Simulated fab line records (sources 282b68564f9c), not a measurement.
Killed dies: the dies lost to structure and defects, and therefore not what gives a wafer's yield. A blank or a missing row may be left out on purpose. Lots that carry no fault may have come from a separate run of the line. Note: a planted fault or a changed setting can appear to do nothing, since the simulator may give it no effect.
What tool caused it? -- flow ritCmos -- Sampling: 14 lots, 42 wafers, 2 of 202 route steps

WHAT THE GAUGES READ, wafer by wafer
RIT_CONTACT_THK_MEAS_01.
lot,measured,on,CONTACT_TEOS_THK (nm)
L411,day 3 11:32,filmMetro-03,406 410 413
L412,day 3 16:22,filmMetro-01,395 398 400
L413,day 3 19:58,filmMetro-01,397 393 411
L414,day 4 03:05,filmMetro-03,398 397 403
L415,day 4 07:13,filmMetro-03,400 406 403
L420,day 5 12:40,filmMetro-03,122 122 119
L423,day 6 00:17,filmMetro-01,116 116 117
L424,day 6 00:32,filmMetro-03,395 403 399
L425,day 6 07:02,filmMetro-01,395 392 399
L426,day 6 08:52,filmMetro-04,396 404 405
L428,day 6 23:23,filmMetro-01,396 390 406
L429,day 7 07:20,filmMetro-03,396 407 402
L431,day 7 13:41,filmMetro-03,396 405 404
L434,day 8 03:55,filmMetro-03,394 399 401

WHICH TOOL RAN EACH LOT (tool, then ch and the chambers of the sampled wafers, then the start)
lot,RIT_CONTACT_CVD_00
L411,"pecvd-02 ch 0,2, day 3 11:28"
L412,"pecvd-03 ch 0,2, day 3 16:17"
L413,"pecvd-01 ch 0,2, day 3 19:54"
L414,"pecvd-02 ch 0,1, day 4 03:01"
L415,"pecvd-03 ch 0,1, day 4 07:08"
L420,"pecvd-02 ch 0,2, day 5 12:37"
L423,"pecvd-02 ch 0,1, day 6 00:13"
L424,"pecvd-03 ch 0,2, day 6 00:29"
L425,"pecvd-01 ch 0,2, day 6 06:59"
L426,"pecvd-03 ch 0,2, day 6 08:48"
L428,"pecvd-01 ch 0,1,2, day 6 23:20"
L429,"pecvd-03 ch 1,2, day 7 07:17"
L431,"pecvd-01 ch 1,2, day 7 13:38"
L434,"pecvd-01 ch 1,2, day 8 03:51"
- RIT_CONTACT_CVD_00: deposits SiO2 from TEOS, target thk 400 nm, time 61 s.

AS READ BY THE TOOLS THEMSELVES (means over the sampled wafers that have a number; for cases with no such wafer, the mark the record gives instead)
RIT_CONTACT_CVD_00.
lot,tool,heaterPowerW (W)
L411,pecvd-02,279
L412,pecvd-03,311
L413,pecvd-01,359
L414,pecvd-02,325
L415,pecvd-03,290
L420,pecvd-02,269
L423,pecvd-02,368
L424,pecvd-03,313
L425,pecvd-01,317
L426,pecvd-03,286
L428,pecvd-01,327
L429,pecvd-03,314
L431,pecvd-01,299
L434,pecvd-01,334

THE ANSWER, worked out from the rows above alone
Rule: usual is defined by the lots themselves. Put in order of their means at a reading, lots are off if they are a third of the lots or fewer, leave a main group of 4 or more, and stand apart from it by a gap of 3 or more times the standard deviation of the main group's means; of several such gaps the widest counts. If all means in a main group match to the digits the tables above print for the reading, that group is not used. Also off: a lot with no number at a reading for which 4 or more lots have one. The other lots that the step has rows for count as sound. First the gauges in route order, then the tools' own readings, where a lot's mean is used as printed above. At the first step where some lot is off, the reading lying furthest off is the one used; lots without a number count as furthest.
Off: at RIT_CONTACT_THK_MEAS_01 (CONTACT_TEOS_THK), L420, L423. The main group: mean 400 nm, standard deviation 3.5.
A tool fits if, at a process step before that reading, it ran every lot that is off, and no sound lot after the first of them. The gauges at RIT_CONTACT_THK_MEAS_01 are tried like those tools. One fits: pecvd-02 at RIT_CONTACT_CVD_00. Its last sound lot is L414 (day 4 03:01), its first lot that is off L420 (day 5 12:37): a fault that began between those two fits.

WHAT WAS PUT IN BY THE SIMULATOR
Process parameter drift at RIT_CONTACT_CVD_00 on pecvd-02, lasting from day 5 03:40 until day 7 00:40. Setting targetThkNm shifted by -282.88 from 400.
Struck lots among those shown: L420, L423. This agrees with what the rule above found.
